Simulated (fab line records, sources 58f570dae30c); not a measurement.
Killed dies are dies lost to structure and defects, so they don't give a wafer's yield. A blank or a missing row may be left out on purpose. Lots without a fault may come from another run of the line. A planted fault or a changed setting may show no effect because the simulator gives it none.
One fault seen from 2 desks | flow berkeley_cmos170 | each desk has only its own numbers; what lay behind them comes last

THE METROLOGY DESK
What the gauges read, lot by lot, whatever tool the lot ran on: means of the sampled wafers that have a number. A lot is out of limits, marked OUT, if its mean lies more than 4 standard deviations from the usual mean; the brackets give that distance.
Columns: A = FIELD_OXIDE_LEFT_2_THK at UCB170_FIELD_THK_MEAS_91, usual 337 nm; B = SPACER_TEOS_THK at UCB170_SPACER_THK_MEAS_01, usual 377 nm; C = cd_nm at UCB170_PSD_CD_MEAS_06, usual 1200.3 nm
lot  | first seen here | A   | B   | C
L233 | day 6 16:32     | 354 | 380 | 1199.8
L232 | day 6 17:19     | 358 | 378 | 1201.3
L235 | day 7 01:51     | 344 | 378 | 1201.2
L237 | day 7 20:35     | 335 | 373 | 1200.4
L238 | day 7 20:53     | 344 | 375 | 1201.2
L241 | day 9 02:52     | 343 | 375 | 1201.1
L243 | day 9 03:28     | 331 | 380 | 1199.9
L242 | day 9 03:42     | 329 | 373 | 1200.3
L244 | day 9 04:19     | 341 | 375 | 1201.2
L245 | day 9 17:28     | 321 | 377 | 1199.2
L247 | day 10 08:40    | 347 | 368 | 1203.1
L246 | day 10 09:14    | 322 | 364 | 1200.9
L253 | day 12 01:04    | 334 | 379 | 1199.9
L255 | day 12 05:24    | 346 | 378 | 1199.3
This desk's finding: nothing out of limits on any of the 14 lots.

THE TOOL OWNER'S DESK: pecvd-02
The tool's own readings at UCB170_SPACER_CVD_00 (deposits SiO2 from TEOS/O2, target thk 376 nm, time 47 s): means of the sampled wafers that have a number, for each lot that ran on this tool. A lot is out of limits, marked OUT, if its mean lies more than 4 standard deviations from the usual mean; the brackets give that distance.
Columns: A = heater_power_w at UCB170_SPACER_CVD_00, usual 285 W
lot  | first seen here | A
L233 | day 7 06:44     | 312
L238 | day 8 18:12     | 281
L241 | day 10 00:55    | 273
L244 | day 10 01:45    | 310
L245 | day 10 16:28    | 278
L247 | day 11 13:26    | 286
L246 | day 11 14:06    | 300
This desk's finding: nothing out of limits on any of the 7 lots.

PUT TOGETHER
The metrology desk saw nothing out of limits.
The tool owner's desk saw nothing out of limits.

WHAT THE SIMULATOR HAD PUT IN
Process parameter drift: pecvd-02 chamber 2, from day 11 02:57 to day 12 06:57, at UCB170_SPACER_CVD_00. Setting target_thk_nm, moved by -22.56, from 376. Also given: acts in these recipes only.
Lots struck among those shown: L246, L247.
